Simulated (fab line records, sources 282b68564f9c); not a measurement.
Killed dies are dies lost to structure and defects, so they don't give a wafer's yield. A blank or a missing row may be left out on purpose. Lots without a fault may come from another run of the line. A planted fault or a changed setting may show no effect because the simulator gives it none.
fab line records | flow rit_cmos
record lots=5 wafers=23
route steps=202 shown ACTIVE@9 FOX2@23 NWELL@30 NRETRO@54 PRETRO@65 GATE@88 NSD@133
start_h: hours from the record's first day to the start of the lot's first wafer shown | wait_h: hours since the lot's step before | " the same as in the row above | L1.1+2: a row that stands for several wafers | - no value, or no start given | * or withheld: withheld | < > ~ a bound
route shown NAME@n: a module of which the file shows steps, and the number in the route of the first | usual: mean/standard deviation of fault-free wafers | same: alike in all rows | chamber/n: place in a boat | sites: the reading at each site | _std_site: their standard deviation | _edge_site: outer sites' mean less inner sites' | radius_mm: how far each site lies from the wafer's centre | mask NAME#n: copy n | behind: the tool/chamber that last shaped the wafer | hold: why the lot was held/for how many hours/how that ended | device: the transistor (n, p or np) that didn't switch | end of line: the same wafers' tests at the end of the route | a step without rows: its recipe alone | killed: dies lost to structure and defects at the first sort, not the wafer's yield | map: a wafer's dies, x killed, . not, _ none there
set.NAME: the setting as run; set.NAME@STEP: as run at that earlier step | model.NAME: the simulator's own value behind a step, which no gauge read
lots whose settings were changed on purpose; a table a step, a row a wafer
## steps
# step RIT_ACTIVE_EXPOSE_08
# recipe mask_id=M1 na=0.6 source_shape=conventional sigma_outer=0.6 target_cd_nm=1400 dose_mj=225
# columns lot.wafer tool chamber start_h wait_h mask set.dose_mj
L075.1+2+6 iline_stepper-01 0 20.21 0.2 M1#0 240.6
L075.3+5 " 0 " " M1#0 225
L077.1+2+3+5+6 iline_stepper-02 0 29.16 0.2 M1#0 225
L080.1+3 iline_stepper-02 0 44.17 0.1 M1#0 208.5
L080.2+4+6 " 0 " " M1#0 225
L081.1+2+4 iline_stepper-01 0 49.69 0.2 M1#0 225
L081.3+5 " 0 " " M1#0 239.7
L084.3+4+5 iline_stepper-01 0 64.62 0.1 M1#0 225
# step RIT_ACTIVE_PEB_09
# recipe resist=NOVOLAK temp_c=withheld time_s=withheld
# step RIT_ACTIVE_DEVELOP_10
# recipe resist=NOVOLAK develop_time_s=48.04 dev_temp_c=23
# columns lot.wafer tool chamber start_h wait_h set.dose_mj@ACTIVE_EXPOSE_08 model.ACTIVE.cd_nm
L075.1+6 litho_track-02 0 - - 240.6 1382
L075.2 " 0 " " 240.6 1381
L075.3 " 0 " " 225 1400
L075.5 " 0 " " 225 1402
L077.1+3+5+6 litho_track-01 0 - - 225 1400
L077.2 " 0 " " 225 1399
L080.1 litho_track-03 0 - - 208.5 1423
L080.2+6 " 0 " " 225 1402
L080.3 " 0 " " 208.5 1424
L080.4 " 0 " " 225 1400
L081.1 litho_track-01 0 - - 225 1394
L081.2+4 " 0 " " 225 1397
L081.3+5 " 0 " " 239.7 1378
L084.3 litho_track-02 0 - - 225 1400
L084.4 " 0 " " 225 1399
L084.5 " 0 " " 225 1401
# step RIT_ACTIVE_CD_MEAS_11
# recipe target_cd_nm=1400
# usual cd_nm=1400.0/2.2
# columns lot.wafer tool chamber start_h wait_h set.dose_mj@ACTIVE_EXPOSE_08 cd_nm
L075.1 cd_sem-02 - 20.61 - 240.6 1382.2
L075.2 " - " " 240.6 1381.0
L075.3 " - " " 225 1400.3
L075.5 " - " " 225 1402.3
L075.6 " - " " 240.6 1382.3
L077.1 cd_sem-02 - 29.56 - 225 1399.8
L077.2 " - " " 225 1398.9
L077.3 " - " " 225 1400.2
L077.5 " - " " 225 1399.3
L077.6 " - " " 225 1399.6
L080.1 cd_sem-02 - 44.57 - 208.5 1422.9
L080.2 " - " " 225 1402.2
L080.3 " - " " 208.5 1423.7
L080.4 " - " " 225 1400.3
L080.6 " - " " 225 1401.7
L081.1 cd_sem-02 - 50.09 - 225 1393.5
L081.2 " - " " 225 1396.7
L081.3 " - " " 239.7 1378.9
L081.4 " - " " 225 1397.1
L081.5 " - " " 239.7 1378.4
L084.3 cd_sem-01 - 65.02 - 225 1400.3
L084.4 " - " " 225 1399.4
L084.5 " - " " 225 1401.2
# step RIT_ACTIVE_HARDBAKE_12
# recipe resist=NOVOLAK temp_c=140 time_s=60
# step RIT_ACTIVE_ETCH_13
# recipe stop_on=SiO2 chemistry=SF6 target=Si3N4 time_s=210 over_etch_frac=0.4 SF6_flow_sccm=200 pressure_mtorr=260 rf_w=125 target_depth_a=2100
# columns lot.wafer tool chamber start_h wait_h set.dose_mj@ACTIVE_EXPOSE_08 model.ACTIVE.cd_nm
L075.1+6 rie_diel-04 2,0 20.88 0.1 240.6 1382
L075.2 " 0 " " 240.6 1381
L075.3 " 1 " " 225 1400
L075.5 " 1 " " 225 1402
L077.1+3+5+6 rie_diel-03 3,2,3,2 29.83 0.1 225 1400
L077.2 " 0 " " 225 1399
L080.1 rie_diel-04 3 44.84 0.1 208.5 1423
L080.2 " 1 " " 225 1402
L080.3 " 2 " " 208.5 1424
L080.4 " 0 " " 225 1400
L080.6 " 1 " " 225 1401
L081.1 rie_diel-03 3 50.36 0.1 225 1394
L081.2+4 " 1,0 " " 225 1397
L081.3+5 " 2,1 " " 239.7 1378
L084.3+4 rie_diel-04 3,0 65.25 0.1 225 1400
L084.5 " 2 " " 225 1401
# step RIT_ACTIVE_STRIP_14
# recipe chemistry=O2 time_s=180 resist=NOVOLAK platen_temp_c=withheld power_w=500 pressure_mtorr=4000 o2_flow_sccm=4000
# step RIT_ACTIVE_CD_MEAS_90
# recipe target_cd_nm=1400
# usual cd_nm=1400.0/2.3
# columns lot.wafer tool chamber start_h wait_h set.dose_mj@ACTIVE_EXPOSE_08 cd_nm
L075.1 cd_sem-01 - 21.19 0.1 240.6 1382.4
L075.2 " - " " 240.6 1380.8
L075.3 " - " " 225 1400.1
L075.5 " - " " 225 1402.5
L075.6 " - " " 240.6 1382.2
L077.1 cd_sem-01 - 30.14 0.1 225 1399.9
L077.2 " - " " 225 1398.7
L077.3 " - " " 225 1400.1
L077.5 " - " " 225 1399.7
L077.6 " - " " 225 1399.5
L080.1 cd_sem-02 - 45.15 0.1 208.5 1422.7
L080.2 " - " " 225 1401.7
L080.3 " - " " 208.5 1423.8
L080.4 " - " " 225 1399.9
L080.6 " - " " 225 1401.6
L081.1 cd_sem-02 - 50.67 0.1 225 1393.5
L081.2 " - " " 225 1396.2
L081.3 " - " " 239.7 1378.5
L081.4 " - " " 225 1396.8
L081.5 " - " " 239.7 1378.2
L084.3 cd_sem-01 - 65.60 0.1 225 1400.4
L084.4 " - " " 225 1399.5
L084.5 " - " " 225 1401.3
# step RIT_FOX2_OXIDATION_00
# recipe temp_c=1100 ambient=H2O target_thk_a=3507 p_h2o_torr=720 ox_time_s=1130
# columns lot.wafer tool chamber start_h wait_h set.ox_time_s model.SiO2_of_FOX2_OXIDATION_00.thk_nm
L075.1 - - - 0.0 1022 321.8
L075.2 " - " " 1022 323.7
L075.3 " - " " 1022 325.6
L075.5 " - " " 1022 328.9
L075.6 " - " " 1022 320.4
L077.1 - - - 0.0 1130 358.4
L077.2 " - " " 1130 354.5
L077.3 " - " " 1130 351.1
L077.5 " - " " 1130 360.2
L077.6 " - " " 1130 357.9
L080.1 - - - 0.1 972.5 322.2
L080.2 " - " " 972.5 317.5
L080.3 " - " " 972.5 317.3
L080.4 " - " " 972.5 320.5
L080.6 " - " " 972.5 321.2
L081.1 - - - 2.9 1209 350.7
L081.2 " - " " 1209 357.8
L081.3 " - " " 1209 354.8
L081.4 " - " " 1209 353
L081.5 " - " " 1209 350.1
L084.3 furnace-04 0 69.07 0.0 1130 345.4
L084.4 " 0 " " 1130 346
L084.5 " 0 " " 1130 343.9
# step RIT_NWELL_SOFTBAKE_02
# recipe resist=NOVOLAK temp_c=90 time_s=60
# columns lot.wafer tool chamber start_h wait_h set.temp_c
L075.1+5 litho_track-01 0 27.19 0.1 90
L075.2+3+6 " 0 " " 88.16
L077.1+2+5 litho_track-01 0 35.93 0.1 91.26
L077.3+6 " 0 " " 90
L080.1+2 litho_track-04 0 50.44 0.1 87.09
L080.3+4+6 " 0 " " 90
L081.1+2 litho_track-04 0 59.22 0.1 90
L081.3+4+5 " 0 " " 91.12
L084.3+4+5 litho_track-02 0 71.74 0.1 90
# step RIT_NWELL_EXPOSE_03
# recipe mask_id=M2 na=0.57 target_cd_nm=43900 dose_mj=250
# step RIT_NWELL_PEB_04
# recipe resist=NOVOLAK temp_c=withheld time_s=withheld
# step RIT_NWELL_DEVELOP_05
# recipe resist=NOVOLAK develop_time_s=68 dev_temp_c=23
# columns lot.wafer tool chamber start_h wait_h set.temp_c@NWELL_SOFTBAKE_02 model.NOVOLAK_of_NWELL_COAT_01.thk_nm
L075.1+5 litho_track-02 0 - - 90 1297
L075.2 " 0 " " 88.16 1304
L075.3 " 0 " " 88.16 1305
L075.6 " 0 " " 88.16 1302
L077.1 litho_track-04 0 - - 91.26 1298
L077.2 " 0 " " 91.26 1295
L077.3 " 0 " " 90 1299
L077.5 " 0 " " 91.26 1296
L077.6 " 0 " " 90 1303
L080.1 litho_track-04 0 - - 87.09 1306
L080.2 " 0 " " 87.09 1309
L080.3 " 0 " " 90 1299
L080.4 " 0 " " 90 1295
L080.6 " 0 " " 90 1297
L081.1 litho_track-04 0 - - 90 1301
L081.2 " 0 " " 90 1303
L081.3 " 0 " " 91.12 1302
L081.4 " 0 " " 91.12 1295
L081.5 " 0 " " 91.12 1303
L084.3+4 litho_track-01 0 - - 90 1302
L084.5 " 0 " " 90 1301
# step RIT_NRETRO_COAT_01
# recipe resist=NOVOLAK spin_rpm=2000 resist_thk_nm=1300
# columns lot.wafer tool chamber start_h wait_h set.spin_rpm model.NOVOLAK_of_NRETRO_COAT_01.thk_nm
L075.1 litho_track-04 0 36.82 0.1 2000 1298
L075.2 " 0 " " 2095 1268
L075.3 " 0 " " 2000 1297
L075.5 " 0 " " 2095 1266
L075.6 " 0 " " 2095 1271
L077.1 litho_track-01 0 45.32 0.1 2000 1300
L077.2+5 " 0 " " 2078 1275
L077.3 " 0 " " 2000 1302
L077.6 " 0 " " 2000 1305
L080.1 litho_track-04 0 61.05 0.1 2000 1304
L080.2 " 0 " " 2000 1305
L080.3+4 " 0 " " 2000 1303
L080.6 " 0 " " 2000 1308
L081.1+2 litho_track-04 0 67.86 0.1 2000 1303
L081.3+4 " 0 " " 1942 1324
L081.5 " 0 " " 2000 1302
L084.3+5 litho_track-03 0 80.13 0.1 2000 1302
L084.4 " 0 " " 2000 1303
# step RIT_NRETRO_SOFTBAKE_02
# recipe resist=NOVOLAK temp_c=90 time_s=60
# step RIT_NRETRO_EXPOSE_03
# recipe mask_id=M4 na=0.57 target_cd_nm=43900 dose_mj=250
# step RIT_NRETRO_DEVELOP_05
# recipe resist=NOVOLAK develop_time_s=68 dev_temp_c=23
# step RIT_NRETRO_HARDBAKE_07
# recipe resist=NOVOLAK temp_c=140 time_s=120
# columns lot.wafer tool chamber start_h wait_h set.spin_rpm@NRETRO_COAT_01 model.NOVOLAK_of_NRETRO_COAT_01.thk_nm
L075.1+3 litho_track-04 0 37.58 0.0 2000 1135
L075.2 " 0 " " 2095 1109
L075.5 " 0 " " 2095 1108
L075.6 " 0 " " 2095 1112
L077.1 litho_track-01 0 46.21 0.0 2000 1137
L077.2 " 0 " " 2078 1115
L077.3 " 0 " " 2000 1138
L077.5 " 0 " " 2078 1116
L077.6 " 0 " " 2000 1141
L080.1+3+4 litho_track-04 0 61.81 0.0 2000 1140
L080.2 " 0 " " 2000 1141
L080.6 " 0 " " 2000 1144
L081.1 litho_track-01 0 68.62 0.0 2000 1140
L081.2 " 0 " " 2000 1139
L081.3 " 0 " " 1942 1157
L081.4 " 0 " " 1942 1158
L081.5 " 0 " " 2000 1138
L084.3+5 litho_track-03 0 81.08 0.1 2000 1139
L084.4 " 0 " " 2000 1140
# step RIT_NRETRO_IMPLANT_08
# recipe species=P energy_kev=70 dose_cm2=1e+13 tilt_deg=7
# columns lot.wafer tool chamber start_h wait_h set.dose_cm2
L075.1+5+6 implanter-03 0 37.83 0.2 1e+13
L075.2+3 " 0 " " 1.026e+13
L077.1+5+6 implanter-03 0 46.46 0.2 1e+13
L077.2+3 " 0 " " 1.072e+13
L080.1+3+4 implanter-01 0 62.06 0.2 1e+13
L080.2+6 " 0 " " 9.495e+12
L081.1+2+4 implanter-01 0 68.87 0.2 1e+13
L081.3+5 " 0 " " 9.487e+12
L084.3+4+5 implanter-01 0 81.30 0.2 1e+13
# step RIT_NRETRO_STRIP_09
# recipe chemistry=O2 time_s=180 resist=NOVOLAK platen_temp_c=withheld power_w=500 pressure_mtorr=4000 o2_flow_sccm=4000
# step RIT_NRETRO_TW_MEAS_10
# usual NRETRO_TW=1046/4.8
# columns lot.wafer tool chamber start_h wait_h set.dose_cm2@NRETRO_IMPLANT_08 NRETRO_TW
L075.1 film_metro-03 - 38.16 0.1 1e+13 1049
L075.2 " - " " 1.026e+13 1056
L075.3 " - " " 1.026e+13 1055
L075.5 " - " " 1e+13 1050
L075.6 " - " " 1e+13 1048
L077.1 film_metro-04 - 46.79 0.1 1e+13 1033
L077.2 " - " " 1.072e+13 1065
L077.3 " - " " 1.072e+13 1063
L077.5 " - " " 1e+13 1039
L077.6 " - " " 1e+13 1043
L080.1 film_metro-04 - 62.39 0.1 1e+13 1043
L080.2 " - " " 9.495e+12 1031
L080.3 " - " " 1e+13 1044
L080.4 " - " " 1e+13 1050
L080.6 " - " " 9.495e+12 1025
L081.1 film_metro-03 - 69.20 0.1 1e+13 1044
L081.2 " - " " 1e+13 1047
L081.3 " - " " 9.487e+12 1029
L081.4 " - " " 1e+13 1044
L081.5 " - " " 9.487e+12 1021
L084.3 film_metro-02 - 81.59 0.1 1e+13 1044
L084.4 " - " " 1e+13 1045
L084.5 " - " " 1e+13 1046
# step RIT_PRETRO_COAT_01
# recipe resist=NOVOLAK spin_rpm=2000 resist_thk_nm=1300
# columns lot.wafer tool chamber start_h wait_h set.spin_rpm model.NOVOLAK_of_PRETRO_COAT_01.thk_nm
L075.1 litho_track-02 0 38.37 0.1 2141 1261
L075.2 " 0 " " 2141 1258
L075.3 " 0 " " 2141 1262
L075.5 " 0 " " 2000 1305
L075.6 " 0 " " 2000 1300
L077.1 litho_track-02 0 47.00 0.1 1944 1326
L077.2 " 0 " " 1944 1322
L077.3 " 0 " " 2000 1306
L077.5 " 0 " " 2000 1304
L077.6 " 0 " " 1944 1325
L080.1+3 litho_track-01 0 62.60 0.1 1934 1328
L080.2 " 0 " " 1934 1325
L080.4 " 0 " " 2000 1305
L080.6 " 0 " " 2000 1307
L081.1+4 litho_track-02 0 69.41 0.1 2043 1286
L081.2 " 0 " " 2000 1303
L081.3 " 0 " " 2000 1304
L081.5 " 0 " " 2043 1288
L084.3 litho_track-01 0 81.85 0.1 2000 1303
L084.4 " 0 " " 2000 1302
L084.5 " 0 " " 2000 1305
# step RIT_PRETRO_SOFTBAKE_02
# recipe resist=NOVOLAK temp_c=90 time_s=60
# step RIT_PRETRO_EXPOSE_03
# recipe mask_id=M5 na=0.57 target_cd_nm=43700 dose_mj=250
# step RIT_PRETRO_DEVELOP_05
# recipe resist=NOVOLAK develop_time_s=67.14 dev_temp_c=23
# step RIT_PRETRO_HARDBAKE_07
# recipe resist=NOVOLAK temp_c=140 time_s=120
# columns lot.wafer tool chamber start_h wait_h set.spin_rpm@PRETRO_COAT_01 model.NOVOLAK_of_PRETRO_COAT_01.thk_nm
L075.1+3 litho_track-03 0 39.26 0.0 2141 1104
L075.2 " 0 " " 2141 1100
L075.5 " 0 " " 2000 1141
L075.6 " 0 " " 2000 1137
L077.1+6 litho_track-03 0 47.89 0.0 1944 1159
L077.2 " 0 " " 1944 1156
L077.3 " 0 " " 2000 1142
L077.5 " 0 " " 2000 1141
L080.1+3 litho_track-02 0 63.39 0.0 1934 1161
L080.2 " 0 " " 1934 1159
L080.4 " 0 " " 2000 1141
L080.6 " 0 " " 2000 1143
L081.1+4 litho_track-02 0 70.17 0.0 2043 1125
L081.2+3 " 0 " " 2000 1140
L081.5 " 0 " " 2043 1126
L084.3 litho_track-01 0 82.68 0.1 2000 1140
L084.4 " 0 " " 2000 1139
L084.5 " 0 " " 2000 1141
# step RIT_GATE_SOFTBAKE_12
# recipe resist=NOVOLAK temp_c=90 time_s=60
# columns lot.wafer tool chamber start_h wait_h set.temp_c
L075.1+2 litho_track-01 0 47.05 0.1 88.04
L075.3+5+6 " 0 " " 90
L077.1+3+5 litho_track-02 0 54.26 0.1 87.9
L077.2+6 " 0 " " 90
L080.1+3+6 litho_track-01 0 69.58 0.1 91.63
L080.2+4 " 0 " " 90
L081.1+3+4 litho_track-04 0 76.15 0.1 90
L081.2+5 " 0 " " 86.57
L084.3+4+5 litho_track-01 0 87.14 0.1 90
# step RIT_GATE_EXPOSE_13
# recipe mask_id=M6 na=0.6 source_shape=conventional sigma_outer=0.6 target_cd_nm=150 dose_mj=375.9
# step RIT_GATE_PEB_14
# recipe resist=NOVOLAK temp_c=withheld time_s=withheld
# step RIT_GATE_DEVELOP_15
# recipe resist=NOVOLAK develop_time_s=50 dev_temp_c=23
# columns lot.wafer tool chamber start_h wait_h set.temp_c@GATE_SOFTBAKE_12 model.NOVOLAK_of_GATE_COAT_11.thk_nm
L075.1 litho_track-02 0 - - 88.04 854.1
L075.2 " 0 " " 88.04 854.9
L075.3 " 0 " " 90 851.2
L075.5 " 0 " " 90 851.5
L075.6 " 0 " " 90 851
L077.1 litho_track-01 0 - - 87.9 859.6
L077.2 " 0 " " 90 854.5
L077.3 " 0 " " 87.9 858.5
L077.5 " 0 " " 87.9 858.8
L077.6 " 0 " " 90 852.4
L080.1 litho_track-01 0 - - 91.63 849.8
L080.2 " 0 " " 90 852.1
L080.3 " 0 " " 91.63 846.7
L080.4 " 0 " " 90 852.4
L080.6 " 0 " " 91.63 844.4
L081.1 litho_track-04 0 - - 90 850.5
L081.2 " 0 " " 86.57 860.4
L081.3 " 0 " " 90 853.4
L081.4 " 0 " " 90 850.4
L081.5 " 0 " " 86.57 859.3
L084.3 litho_track-01 0 - - 90 852.1
L084.4 " 0 " " 90 852.6
L084.5 " 0 " " 90 851.4
# step RIT_NSD_SOFTBAKE_02
# recipe resist=NOVOLAK temp_c=90 time_s=60
# columns lot.wafer tool chamber start_h wait_h set.temp_c
L075.1+2+3+5+6 litho_track-03 0 57.59 0.1 90
L077.1+3+6 litho_track-02 0 66.72 0.1 93.72
L077.2+5 " 0 " " 90
L080.1+3 litho_track-01 0 80.45 0.1 90
L080.2+4+6 " 0 " " 87.17
L081.1+3+5 litho_track-02 0 87.19 0.1 91.9
L081.2+4 " 0 " " 90
L084.3+4+5 litho_track-01 0 102.68 0.1 90
# step RIT_NSD_DEVELOP_05
# recipe resist=NOVOLAK develop_time_s=50 dev_temp_c=23
# columns lot.wafer tool chamber start_h wait_h set.develop_time_s set.temp_c@NSD_SOFTBAKE_02 model.NOVOLAK_of_NSD_COAT_01.thk_nm
L075.1 litho_track-02 0 - - 50 90 1001
L075.2 " 0 " " 50 90 1002
L075.3 " 0 " " 50 90 1003
L075.5+6 " 0 " " 50 90 1000
L077.1 litho_track-01 0 - - 50 93.72 991.9
L077.2 " 0 " " 44.13 90 998.8
L077.3 " 0 " " 44.13 93.72 989.9
L077.5 " 0 " " 50 90 1002
L077.6 " 0 " " 44.13 93.72 988.5
L080.1 litho_track-03 0 - - 42.66 90 1000
L080.2 " 0 " " 42.66 87.17 1006
L080.3 " 0 " " 42.66 90 999
L080.4 " 0 " " 50 87.17 1006
L080.6 " 0 " " 50 87.17 1008
L081.1 litho_track-02 0 - - 50 91.9 993.9
L081.2 " 0 " " 50 90 1000
L081.3 " 0 " " 50 91.9 996.6
L081.4 " 0 " " 50 90 999.5
L081.5 " 0 " " 50 91.9 995.4
L084.3 litho_track-03 0 - - 50 90 1000
L084.4 " 0 " " 50 90 1003
L084.5 " 0 " " 50 90 999.7
## key
split step=RIT_ACTIVE_EXPOSE_08 setting=dose_mj stated=225 by=wafer
response step=RIT_ACTIVE_DEVELOP_10 reading=model.ACTIVE.cd_nm change=-2.85 per=1% r=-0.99
response step=RIT_ACTIVE_CD_MEAS_11 reading=cd_nm change=-2.82 per=1% r=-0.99
response step=RIT_ACTIVE_ETCH_13 reading=model.ACTIVE.cd_nm change=-2.84 per=1% r=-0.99
response step=RIT_ACTIVE_CD_MEAS_90 reading=cd_nm change=-2.84 per=1% r=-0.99
split step=RIT_FOX2_OXIDATION_00 setting=ox_time_s stated=1130 by=lot
response step=RIT_FOX2_OXIDATION_00 reading=model.SiO2_of_FOX2_OXIDATION_00.thk_nm change=+1.87 per=1% r=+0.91
split step=RIT_NWELL_SOFTBAKE_02 setting=temp_c stated=90 by=wafer
response step=RIT_NWELL_DEVELOP_05 reading=model.NOVOLAK_of_NWELL_COAT_01.thk_nm change=-3.19 per=1% r=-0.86
split step=RIT_NRETRO_COAT_01 setting=spin_rpm stated=2000 by=wafer
response step=RIT_NRETRO_COAT_01 reading=model.NOVOLAK_of_NRETRO_COAT_01.thk_nm change=-6.66 per=1% r=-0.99
response step=RIT_NRETRO_HARDBAKE_07 reading=model.NOVOLAK_of_NRETRO_COAT_01.thk_nm change=-5.73 per=1% r=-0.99
split step=RIT_NRETRO_IMPLANT_08 setting=dose_cm2 stated=1e+13 by=wafer
response step=RIT_NRETRO_TW_MEAS_10 reading=NRETRO_TW change=+3.58 per=1% r=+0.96
split step=RIT_PRETRO_COAT_01 setting=spin_rpm stated=2000 by=wafer
response step=RIT_PRETRO_COAT_01 reading=model.NOVOLAK_of_PRETRO_COAT_01.thk_nm change=-6.28 per=1% r=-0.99
response step=RIT_PRETRO_HARDBAKE_07 reading=model.NOVOLAK_of_PRETRO_COAT_01.thk_nm change=-5.41 per=1% r=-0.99
split step=RIT_GATE_SOFTBAKE_12 setting=temp_c stated=90 by=wafer
response step=RIT_GATE_DEVELOP_15 reading=model.NOVOLAK_of_GATE_COAT_11.thk_nm change=-2.2 per=1% r=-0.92
split step=RIT_NSD_SOFTBAKE_02 setting=temp_c stated=90 by=wafer
response step=RIT_NSD_DEVELOP_05 reading=model.NOVOLAK_of_NSD_COAT_01.thk_nm change=-2.37 per=1% r=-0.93
split step=RIT_NSD_DEVELOP_05 setting=develop_time_s stated=50 by=wafer
response none clear
